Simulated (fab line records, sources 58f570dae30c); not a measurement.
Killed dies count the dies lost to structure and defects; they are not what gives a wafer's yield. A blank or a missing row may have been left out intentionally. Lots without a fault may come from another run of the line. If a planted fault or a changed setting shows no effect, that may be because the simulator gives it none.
Which tool was responsible? | flow berkeleyCmos170 | 12 lots, 36 wafers sampled, at 1 step of a route of 331

== WHAT THE GAUGES READ, wafer by wafer ==
UCB170_START_BOW_MEAS_00.
lot  | measured    | on           | INCOMING_BOW (um)
L075 | day 1 15:01 | filmMetro-01 | 0 14 3
L077 | day 2 01:00 | filmMetro-01 | 1 -2 1
L079 | day 2 11:00 | filmMetro-04 | -4 -3 -2
L081 | day 2 21:02 | filmMetro-02 | -2 0 -7
L083 | day 3 07:02 | filmMetro-04 | -9 10 6
L085 | day 3 17:01 | filmMetro-02 | 7 -9 -1
L087 | day 4 03:00 | filmMetro-04 | 2 10 -3
L089 | day 4 13:00 | filmMetro-04 | -4 5 8
L091 | day 4 23:01 | filmMetro-02 | -3 11 -8
L093 | day 5 09:00 | filmMetro-02 | 5 -3 -7
L095 | day 5 19:00 | filmMetro-02 | 8 -8 -1
L097 | day 6 05:01 | filmMetro-02 | 3 -9 8

== WHAT TOOL EACH LOT RAN ON (gives the tool, then ch and the chambers of the sampled wafers, and finally the start) ==
The record holds no process step before these readings.

== THE ANSWER, worked out from the rows above alone ==
Rule: what is usual is taken from the lots themselves. Put in order of their means at a reading, lots are off if they are a third of the lots or fewer, leave a main group of 4 or more, and stand apart from it by a gap of 3 or more times the standard deviation of the main group's means; of several such gaps the widest counts. The tables above print the reading to a certain number of digits; a main group whose means all agree to those digits is not used. A lot without any number at a reading at which 4 lots or more have one is off too. The other lots that the step has rows for count as sound.
Nothing can be told from this: no lot is off at any reading shown.

== WHAT WAS PUT IN BY THE SIMULATOR ==
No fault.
